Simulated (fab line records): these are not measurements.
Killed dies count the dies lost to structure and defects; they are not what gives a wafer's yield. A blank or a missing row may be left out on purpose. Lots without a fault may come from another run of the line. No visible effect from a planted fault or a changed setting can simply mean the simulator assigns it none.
fab line records	flow rit_cmos
record lots=6	wafers=18	last_day=7
route steps=202 shown FOX1@21 FOX2@23 NWELL@28 M1@202
lots that met no fault: from a run of the same line without faults
start_h: hours from the record's first day to the start of the lot's first wafer shown	wait_h: hours elapsed since this lot's preceding step	" same as the row above	L1.1+2: several wafers, shown together as one row	- value missing, or start not given	* or withheld: withheld	< > ~ a bound
route shown NAME@n: names a module that has steps shown in the file, with the first one's number in the route	usual: the fault-free wafers' mean and standard deviation	same: alike in all rows	chamber/n: place in a boat	sites: per-site readings	_std_site: standard deviation across them	_edge_site: inner sites' mean taken away from outer sites' mean	radius_mm: how far each site lies from the wafer's centre	mask NAME#n: copy n	behind: the tool/chamber that last shaped the wafer	hold: the reason the lot was held/the length of the hold in hours/how it ended	device: the n, p or np transistor that did not switch	end of line: the tests these same wafers got at the end of their route	a step without rows: its recipe alone	killed: the dies lost at the first sort to structure and to defects; this is not the yield of the wafer	map: shows each die of a wafer: x if killed, . if not, _ if none is there
set.NAME: the setting as run; set.NAME@STEP: as run at that earlier step	model.NAME: the simulator's own value behind a step, which no gauge read
lots at some steps of the route; a table a step, a row a wafer
services: a tool's chamber out of use, with start hour (start_h, from the record's first day; less than 0 if before it), hours out, and reason
## steps
# step RIT_FOX1_THK_MEAS_01
# recipe reads=SiO2_of_FOX1_OXIDATION_00
# usual FOX1_OXIDE_THK=349/6.1
lot.wafer	tool	chamber	start_h	wait_h	FOX1_OXIDE_THK[nm]
L587.2	film_metro-02	-	41.83	0.0	343
L587.4	"	-	"	"	347
L587.5	"	-	"	"	354
L590.1	film_metro-02	-	56.84	0.0	345
L590.3	"	-	"	"	345
L590.5	"	-	"	"	339
L592.4	film_metro-04	-	67.44	0.0	340
L592.5	"	-	"	"	336
L592.6	"	-	"	"	345
L596.2	film_metro-03	-	89.42	0.0	349
L596.3	"	-	"	"	353
L596.4	"	-	"	"	350
L602.1	film_metro-02	-	118.64	0.0	354
L602.4	"	-	"	"	352
L602.6	"	-	"	"	360
L604.2	film_metro-04	-	131.31	0.0	352
L604.3	"	-	"	"	357
L604.5	"	-	"	"	354
# step RIT_FOX1_WET_ETCH_02
# recipe chemistry=BOE	target_depth_nm=350	time_s=390	temp_c=21.5	dry=n2_spin	dilution=10:1	target=SiO2
# step RIT_FOX2_OXIDATION_00
# recipe temp_c=1100	ambient=H2O	target_thk_a=3507	p_h2o_torr=720	ox_time_s=1130
# step RIT_FOX2_THK_MEAS_01
# recipe reads=SiO2_of_FOX2_OXIDATION_00
# usual FOX2_OXIDE_THK=349/5.9
lot.wafer	tool	chamber	start_h	wait_h	FOX2_OXIDE_THK[nm]
L587.2	film_metro-03	-	43.32	0.0	352
L587.4	"	-	"	"	348
L587.5	"	-	"	"	348
L590.1	film_metro-03	-	59.55	0.0	352
L590.3	"	-	"	"	356
L590.5	"	-	"	"	352
L592.4	film_metro-03	-	68.93	0.0	346
L592.5	"	-	"	"	344
L592.6	"	-	"	"	343
L596.2	film_metro-01	-	90.91	0.0	351
L596.3	"	-	"	"	349
L596.4	"	-	"	"	355
L602.1	film_metro-02	-	120.14	0.0	347
L602.4	"	-	"	"	350
L602.6	"	-	"	"	346
L604.2	film_metro-03	-	133.66	0.0	345
L604.3	"	-	"	"	353
L604.5	"	-	"	"	348
# step RIT_FOX2_CLEAN_02
# recipe chemistry=dHF	dilution=50:1	time_s=180
# step RIT_FOX2_WET_ETCH_03
# recipe chemistry=H3PO4	target=Si3N4	target_depth_nm=195	temp_c=165	time_s=2700
# step RIT_FOX2_THK_MEAS_90
# recipe reads=SiO2_of_FOX2_OXIDATION_00
# usual FIELD_OXIDE_LEFT_1_THK=321/6
lot.wafer	tool	chamber	start_h	wait_h	FIELD_OXIDE_LEFT_1_THK[nm]
L587.2	film_metro-01	-	44.35	0.0	324
L587.4	"	-	"	"	319
L587.5	"	-	"	"	320
L590.1	film_metro-03	-	60.43	0.0	325
L590.3	"	-	"	"	329
L590.5	"	-	"	"	324
L592.4	film_metro-02	-	69.81	0.0	319
L592.5	"	-	"	"	317
L592.6	"	-	"	"	315
L596.2	film_metro-01	-	91.80	0.0	323
L596.3	"	-	"	"	322
L596.4	"	-	"	"	328
L602.1	film_metro-03	-	121.09	0.0	321
L602.4	"	-	"	"	324
L602.6	"	-	"	"	319
L604.2	film_metro-03	-	134.54	0.0	318
L604.3	"	-	"	"	325
L604.5	"	-	"	"	321
# step RIT_NWELL_HMDS_00
# recipe prime_time_s=60	prime_temp_c=140
# step RIT_NWELL_COAT_01
# recipe resist=NOVOLAK	spin_rpm=2000	resist_thk_nm=1300
# step RIT_NWELL_SOFTBAKE_02
# recipe resist=NOVOLAK	temp_c=90	time_s=60
# step RIT_NWELL_EXPOSE_03
# recipe mask_id=M2	na=0.57	target_cd_nm=43900	dose_mj=250
# step RIT_NWELL_PEB_04
# recipe resist=NOVOLAK	temp_c=withheld	time_s=withheld
# step RIT_NWELL_DEVELOP_05
# recipe resist=NOVOLAK	develop_time_s=68	dev_temp_c=23
# usual developer_temp_C=23.01/0.12
lot.wafer	tool	chamber	start_h	wait_h	developer_temp_C
L587.2	litho_track-01	0	45	-	22.80
L587.4	"	0	"	"	22.80
L587.5	"	0	"	"	22.85
L590.1	litho_track-02	0	61	-	23.11
L590.3	"	0	"	"	23.03
L590.5	"	0	"	"	23.25
L592.4	litho_track-02	0	70	-	23.03
L592.5	"	0	"	"	22.83
L592.6	"	0	"	"	22.85
L596.2	litho_track-02	0	92	-	22.72
L596.3	"	0	"	"	22.80
L596.4	"	0	"	"	22.88
L602.1	litho_track-01	0	121	-	22.93
L602.4	"	0	"	"	23.16
L602.6	"	0	"	"	23.07
L604.2	litho_track-01	0	135	-	22.93
L604.3	"	0	"	"	22.99
L604.5	"	0	"	"	22.83
# step RIT_NWELL_OVL_MEAS_06
# usual NWELL_OVL=0.1/1.3
lot.wafer	tool	chamber	start_h	wait_h	NWELL_OVL[nm]
L587.2	overlay-01	-	45.41	-	1.5
L587.4	"	-	"	"	2.1
L587.5	"	-	"	"	1.0
L590.1	overlay-02	-	61.85	-	0.1
L590.3	"	-	"	"	0.9
L590.5	"	-	"	"	-1.9
L592.4	overlay-02	-	70.74	-	0.4
L592.5	"	-	"	"	1.2
L592.6	"	-	"	"	0.6
L596.2	overlay-02	-	92.86	-	-1.9
L596.3	"	-	"	"	-1.7
L596.4	"	-	"	"	-1.2
L602.1	overlay-01	-	122.03	-	-3.3
L602.4	"	-	"	"	-1.3
L602.6	"	-	"	"	-2.1
L604.2	overlay-01	-	135.48	-	2.1
L604.3	"	-	"	"	1.3
L604.5	"	-	"	"	0.9
# step RIT_NWELL_HARDBAKE_07
# recipe resist=NOVOLAK	temp_c=140	time_s=120
# step RIT_NWELL_IMPLANT_08
# recipe species=P	energy_kev=170	dose_cm2=5e+13	tilt_deg=7
# step RIT_NWELL_STRIP_09
# recipe chemistry=O2	time_s=180	resist=NOVOLAK	platen_temp_c=withheld	power_w=500	pressure_mtorr=4000	o2_flow_sccm=4000
# usual drypump_motor_current_A=5.9/0.36
lot.wafer	tool	chamber	start_h	wait_h	drypump_motor_current_A	rf_hours_counter_h
L587.2	plasma_asher-03	0	45.84	0.1	5.4	39
L587.4	"	0	"	"	5.4	-
L587.5	"	1	"	"	6.4	-
L590.1	plasma_asher-02	0	62.29	0.1	6.2	41
L590.3	"	1	"	"	5.5	-
L590.5	"	1	"	"	5.5	-
L592.4	plasma_asher-02	1	71.22	0.1	5.5	-
L592.5	"	1	"	"	5.5	-
L592.6	"	0	"	"	6.2	-
L596.2	plasma_asher-03	0	93.29	0.1	5.4	44
L596.3	"	0	"	"	5.4	-
L596.4	"	1	"	"	6.4	-
L602.1	plasma_asher-03	1	122.46	0.1	6.4	1
L602.4	"	0	"	"	5.4	-
L602.6	"	0	"	"	5.4	-
L604.2	plasma_asher-04	0	136.01	0.1	5.9	52
L604.3	"	0	"	"	5.9	-
L604.5	"	1	"	"	5.8	-
# step RIT_NWELL_TW_MEAS_10
# usual NWELL_TW=2133/22
lot.wafer	tool	chamber	start_h	wait_h	hold	NWELL_TW
L587.2	film_metro-04	-	46.02	0.1	-	2134
L587.4	"	-	"	"	-	2137
L587.5	"	-	"	"	-	2149
L590.1	film_metro-04	-	62.46	0.1	-	2120
L590.3	"	-	"	"	-	2133
L590.5	"	-	"	"	-	2127
L592.4	film_metro-04	-	71.36	0.1	-	2065
L592.5	"	-	"	"	-	2087
L592.6	"	-	"	"	-	2066
L596.2	film_metro-03	-	93.47	0.1	await_dispo/0.2h/release	2046
L596.3	"	-	"	"	await_dispo/0.2h/release	2030
L596.4	"	-	"	"	await_dispo/0.2h/release	2035
L596.2	film_metro-03	-	93.70	0.2	-	2042
L596.3	"	-	"	"	-	2037
L596.4	"	-	"	"	-	2020
L602.1	film_metro-01	-	122.64	0.1	-	2143
L602.4	"	-	"	"	-	2153
L602.6	"	-	"	"	-	2143
L604.2	film_metro-03	-	136.19	0.1	-	2096
L604.3	"	-	"	"	-	2095
L604.5	"	-	"	"	-	2090
# step RIT_M1_PROBE_99
# usual killed_at_M0_to_M3=0.0/0.14	killed_at_contacts=0.0/0.25	killed_at_front_end=6.6/2.7	killed_dies=6.7/2.7	killed_open=3.3/1.9	killed_short=3.4/1.9
# same gross_dies=264	killed_at_M4_up=0	killed_at_back_side=0	killed_at_other=0
lot.wafer	tool	chamber	start_h	wait_h	killed_at_M0_to_M3	killed_at_contacts	killed_at_front_end	killed_dies	killed_open	killed_short
L596.2	prober-01	-	134.51	0.1	0	0	9	9	1	8
L596.3	prober-01	-	134.56	0.2	0	0	3	3	2	1
L596.4	prober-01	-	134.61	0.2	0	0	3	3	2	1
L602.1	prober-02	-	165.60	0.1	0	0	5	5	1	4
L602.4	prober-02	-	165.75	0.2	0	0	5	5	1	4
L602.6	prober-02	-	165.85	0.2	0	0	7	7	1	6
# killed by level:class
L596.2 GATE:geometric_particle:short=3 FOX1:geometric_particle:short=2 SILICIDE:geometric_particle:short=2 REOX:geometric_particle:open=1 SPACER:geometric_particle:short=1
L596.3 FOX1:geometric_particle:open=1 FOX1:geometric_particle:short=1 SPACER:geometric_particle:open=1
L596.4 SILICIDE:geometric_particle:open=2 GATE:geometric_particle:short=1
L602.1 SILICIDE:geometric_particle:short=2 FOX2:geometric_particle:short=1 GATE:geometric_particle:short=1 GATE:geometric_particle:open=1
L602.4 GATE:geometric_particle:short=2 FOX2:geometric_particle:short=1 REOX:geometric_particle:short=1 SILICIDE:geometric_particle:open=1
L602.6 GATE:geometric_particle:short=2 FOX2:geometric_particle:short=1 GATE:geometric_particle:open=1 REOX:geometric_particle:short=1 SILICIDE:geometric_particle:short=1 SPACER:geometric_particle:short=1
## services
tool	chamber	start_h	hours	kind
plasma_asher-02	-	43.78	0.9	repair
plasma_asher-03	-	56.69	2.8	pm
plasma_asher-03	-	108.75	9.0	pm
plasma_asher-03	0	108.75	9.0	vent_cycle
plasma_asher-03	1	108.75	9.0	vent_cycle
plasma_asher-03	0	117.75	-	clean
plasma_asher-03	1	117.75	-	clean
## key
first_sign step=RIT_NWELL_TW_MEAS_10	reading=visit	direction=added
effect step=RIT_NWELL_TW_MEAS_10	reading=NWELL_TW	direction=down	sigmas=3.6	usual=2133	struck=2055
met_at RIT_NWELL_DEVELOP_05
struck_wafers L592.4,L592.5,L592.6,L596.2,L596.3,L596.4
tester_left_out L592,L596
onset_between 61 70
fault kind=process_parameter_drift	tool=litho_track-02	chamber=-	onset_h=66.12	steps=RIT_NWELL_DEVELOP_05	channel=develop_time_s	offset=*	shape=step	end_h=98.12	acts_in=*	stated=*
# tester_left_out: of these lots the tester's yield and bins aren't shown, on N5 and GAA mostly nor the transistor test; their killed dies are dies lost to structure and defects alone, not to doping, threshold or leakage, so they don't give the yield
